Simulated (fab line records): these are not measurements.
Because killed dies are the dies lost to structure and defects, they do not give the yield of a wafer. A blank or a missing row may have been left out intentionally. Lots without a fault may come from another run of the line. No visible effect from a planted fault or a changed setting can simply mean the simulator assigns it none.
Which tool did it? :: flow rit cmos :: 7 lots with 21 wafers sampled at 2 steps, on a route of 202 steps

== WHAT THE GAUGES READ, wafer by wafer ==
RIT_PWELL_TW_MEAS_10.
lot: L730
measured: day 2 05:27
on: film metro-04
PWELL_TW: 937 937 944

lot: L732
measured: day 2 15:08
on: film metro-04
PWELL_TW: 943 945 941

lot: L734
measured: day 3 02:01
on: film metro-04
PWELL_TW: 941 937 939

lot: L736
measured: day 3 16:22
on: film metro-01
PWELL_TW: 946 945 950

lot: L738
measured: day 3 21:52
on: film metro-02
PWELL_TW: 945 944 941

lot: L746
measured: day 5 13:11
on: film metro-01
PWELL_TW: 946 944 942

lot: L752
measured: day 6 18:46
on: film metro-02
PWELL_TW: 949 952 950

== WHAT TOOL EACH LOT RAN ON (gives the tool, then ch and the chambers of the sampled wafers, and finally the start) ==
lot: L730
RIT_NWELL_COAT_01: litho track-03 ch 0, day 2 02:23

lot: L732
RIT_NWELL_COAT_01: litho track-02 ch 0, day 2 11:53

lot: L734
RIT_NWELL_COAT_01: litho track-02 ch 0, day 2 22:43

lot: L736
RIT_NWELL_COAT_01: litho track-03 ch 0, day 3 13:15

lot: L738
RIT_NWELL_COAT_01: litho track-02 ch 0, day 3 18:49

lot: L746
RIT_NWELL_COAT_01: litho track-02 ch 0, day 5 09:55

lot: L752
RIT_NWELL_COAT_01: litho track-04 ch 0, day 6 15:43
- RIT_NWELL_COAT_01: resist thk 1300 nm.

== THE ANSWER, worked out from the rows above alone ==
Rule: the usual values come from the lots themselves. The widest of any qualifying gaps counts: lots, ordered by their means at a reading, are off when they make up no more than a third of the lots, leave a main group of 4 or more, and stand apart from it by 3 or more times the standard deviation of that group's means. A main group whose means are all the same, to the digits that the tables above print for the reading, isn't used. Also off: a lot with no number at a reading for which 4 or more lots have one. Where the step has rows for the other lots, those lots are counted as sound.
None of the lots is off at any reading shown; this tells nothing.

== WHAT THE SIMULATOR PUT IN ==
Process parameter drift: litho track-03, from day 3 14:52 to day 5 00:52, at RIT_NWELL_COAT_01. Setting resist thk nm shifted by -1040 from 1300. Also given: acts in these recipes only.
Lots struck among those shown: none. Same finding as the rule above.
